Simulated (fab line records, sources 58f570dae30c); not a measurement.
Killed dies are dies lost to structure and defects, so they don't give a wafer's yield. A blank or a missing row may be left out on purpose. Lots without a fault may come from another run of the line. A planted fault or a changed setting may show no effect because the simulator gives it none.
A struck lot beside a sound one | flow berkeley_cmos170 | 43 steps out of a route of 331
Sound: wafers L750.1, L750.4, L750.6. Struck: wafers L740.3, L740.5, L740.6. The cause comes at the end.
At each step with rows: each side's tool, then ch and its chambers, then its first start. Under that, the readings that differ: sound wafers | struck wafers | difference of the means | sigmas: that difference in standard deviations of wafers without a fault.
alike: readings whose means differ by less than 2 such deviations, and words and numbers that are the same on both sides. not compared: withheld readings, readings that some wafer has no value for, bounds like >300 that may hide the same value, and numbers for which the record gives no deviation and whose values overlap.
The two part at a step that has a row with sigmas, a row that says differs or no value, or rows on one side only. Numbers that don't overlap but have no deviation are shown without sigmas and don't part them. A reading that every wafer of one side lacks parts them only if that side has two wafers or more.

first, 4 steps without rows for these wafers: UCB170_PVT_SOFTBAKE_02 (time 60 s); UCB170_PVT_EXPOSE_03 (exposes mask NWELL, target cd 3000 nm); UCB170_PVT_PEB_04; UCB170_PVT_DEVELOP_05 (develop time 45 s).
UCB170_PVT_OVL_MEAS_06:
  sound on overlay-01, day 10 06:19; struck on overlay-02, day 7 21:19
  alike: PVT_OVL
then, 1 step without rows for these wafers: UCB170_PVT_IMPLANT_07.
UCB170_PVT_STRIP_08: strips in O2.
  sound on plasma_asher-01 ch 0,1, day 10 06:29; struck on plasma_asher-01 ch 0,1, day 7 21:31
  alike: drypump_motor_current_A, oes_product_au, strip_time_to_endpoint_s
  not compared: rf_hours_counter_h
UCB170_PVT_TW_MEAS_09:
  sound on film_metro-01, day 10 06:35; struck on film_metro-01, day 7 21:37
  alike: PVT_TW
then, 1 step without rows for these wafers: UCB170_GATE_WET_ETCH_00 (etches SiO2 in dHF, time 200 s).
UCB170_FIELD_THK_MEAS_91:
  sound on film_metro-04, day 10 06:43; struck on film_metro-04, day 7 21:49
  alike: FIELD_OXIDE_LEFT_2_THK
then, 1 step without rows for these wafers: UCB170_GATE_OXIDATION_01 (target thk 6.6 nm, ox time 1800 s).
UCB170_GATE_THK_MEAS_02:
  sound on film_metro-04, day 10 12:51; struck on film_metro-01, day 8 01:05
  alike: GATE_OXIDE_THK
UCB170_GATE_ANNEAL_03: time 1800 s.
  sound on furnace-02 ch 0, day 10 17:08; struck on furnace-04 ch 0, day 8 05:49
  reading             | sound       | struck      | difference | sigmas
  spike_tc_load_C (C) | 932 931 931 | 922 923 922 | -9         | -2
then, 1 step without rows for these wafers: UCB170_GATE_CVD_04 (deposits poly-Si from SiH4, time 1440 s, target thk 214 nm).
UCB170_GATE_THK_MEAS_05:
  sound on film_metro-03, day 10 20:02; struck on film_metro-01, day 8 10:49
  reading            | sound             | struck            | difference | sigmas
  GATE_POLY_THK (nm) | 216.7 216.5 219.3 | 211.4 211.5 211.4 | -6.1       | -3
then, 6 steps without rows for these wafers: UCB170_GATE_COAT_06; UCB170_GATE_COAT_07 (resist thk 900 nm); UCB170_GATE_SOFTBAKE_08 (time 60 s); UCB170_GATE_EXPOSE_09 (exposes mask POLY, target cd 350 nm); UCB170_GATE_PEB_10; UCB170_GATE_DEVELOP_11 (develop time 45 s).
UCB170_GATE_CD_MEAS_12: target cd 350 nm.
  sound on cd_sem-01, day 10 20:56; struck on cd_sem-02, day 8 12:26
  alike: cd_nm
UCB170_GATE_OVL_MEAS_13:
  sound on overlay-01, day 10 21:04; struck on overlay-02, day 8 12:32
  alike: GATE_OVL
UCB170_GATE_ETCH_14: etches BARC in N2/H2.
  sound on rie_diel-03 ch 1,2, day 10 21:06; struck on rie_diel-01 ch 1,2,3, day 8 12:34
  alike: drypump_motor_current_A, oes_product_au, throttle_valve_pct
UCB170_GATE_ETCH_15: etches poly-Si in HBr/Cl2, stops on SiO2, time 56.3 s, target depth 278.2 nm.
  sound on rie_si-01 ch 1,2,3, day 10 21:08; struck on rie_si-01 ch 0,3, day 8 12:36
  alike: drypump_motor_current_A, oes_product_au, throttle_valve_pct
  not compared: rf_hours_counter_h
UCB170_GATE_STRIP_16: strips in O2.
  sound on plasma_asher-03 ch 0,1, day 10 21:11; struck on plasma_asher-01 ch 0,1, day 8 12:41
  alike: drypump_motor_current_A, oes_product_au
  not compared: rf_hours_counter_h
UCB170_GATE_CD_MEAS_90: target cd 350 nm.
  sound on cd_sem-02, day 10 21:20; struck on cd_sem-01, day 8 12:47
  alike: cd_nm
then, 7 steps without rows for these wafers: UCB170_GATE_CLEAN_17 (cleans in SPM, time 600 s); UCB170_PLDD_HMDS_00 (prime time 60 s); UCB170_PLDD_COAT_01 (resist thk 900 nm); UCB170_PLDD_SOFTBAKE_02 (time 60 s); UCB170_PLDD_EXPOSE_03 (exposes mask PSELECT, target cd 1200 nm); UCB170_PLDD_PEB_04; UCB170_PLDD_DEVELOP_05 (develop time 45 s).
UCB170_PLDD_CD_MEAS_06: target cd 1200 nm.
  sound on cd_sem-02, day 10 22:47; struck on cd_sem-01, day 8 14:27
  alike: cd_nm
UCB170_PLDD_OVL_MEAS_07:
  sound on overlay-01, day 10 22:55; struck on overlay-02, day 8 14:33
  alike: PLDD_OVL
then, 2 steps without rows for these wafers: UCB170_PLDD_IMPLANT_08; UCB170_PLDD_IMPLANT_09.
UCB170_PLDD_STRIP_10: strips in O2.
  sound on plasma_asher-03 ch 0,1, day 10 23:14; struck on plasma_asher-03 ch 0,1, day 8 14:54
  alike: drypump_motor_current_A, oes_product_au, strip_time_to_endpoint_s
  not compared: rf_hours_counter_h
UCB170_PLDD_TW_MEAS_11:
  sound on film_metro-03, day 10 23:20; struck on film_metro-02, day 8 14:59
  alike: PLDD_TW
then, 2 steps without rows for these wafers: UCB170_PLDD_CLEAN_12 (cleans in SPM, time 600 s); UCB170_NLDD_HMDS_00 (prime time 60 s).
UCB170_M3_PROBE_99:
  sound on prober-01, day 12 11:12; struck on prober-02, day 10 02:10
  reading                                                 | sound                | struck               | difference | sigmas
  model.etest.diode_nwell_sub.leak_log10_a_cm2            | -7.617 -7.379 -7.447 | -5.9 -6.41 -6.19     | +1.3       |
  model.etest.diode_nplus_pwell.leak_log10_a_cm2          | -7.343 -7.726 -7.899 | -6.626 -6.725 -6.739 | +0.959     |
  model.etest.contact_diode_array.leak_log10_a (angstrom) | -11.38 -11.55 -11.64 | -10.73 -10.74 -10.64 | +0.82      |
  model.etest.diode_nplus_comb.leak_log10_a_cm2           | -7.611 -7.717 -7.313 | -6.874 -6.78 -6.904  | +0.694     |
  model.etest.diode_pplus_nwell.leak_log10_a_cm2          | -7.235 -7.573 -7.569 | -6.677 -6.531 -6.589 | +0.860     |
  model.etest.diode_pplus_comb.leak_log10_a_cm2           | -7.268 -7.612 -7.257 | -6.703 -6.861 -6.76  | +0.604     |
  model.etest.select_edge_diode_n.leak_log10_a (angstrom) | -12.15 -12.09 -11.97 | -11.58 -11.49 -11.68 | +0.49      |
  model.etest.select_edge_diode_p.leak_log10_a (angstrom) | -12.06 -12.37 -12.1  | -11.74 -11.74 -11.82 | +0.41      |

WHERE THEY PART
First at UCB170_GATE_ANNEAL_03; last, within this record, at UCB170_GATE_THK_MEAS_05. Later steps at which nothing parts them and some readings are alike: UCB170_GATE_CD_MEAS_12, UCB170_GATE_OVL_MEAS_13, UCB170_GATE_ETCH_14, UCB170_GATE_ETCH_15, UCB170_GATE_STRIP_16, UCB170_GATE_CD_MEAS_90, UCB170_PLDD_CD_MEAS_06, UCB170_PLDD_OVL_MEAS_07, UCB170_PLDD_STRIP_10, UCB170_PLDD_TW_MEAS_11.

WHY: what the simulator had put in
Metallic contamination source: furnace-04, from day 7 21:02 on, at UCB170_GATE_ANNEAL_03. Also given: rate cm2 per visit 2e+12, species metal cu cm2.
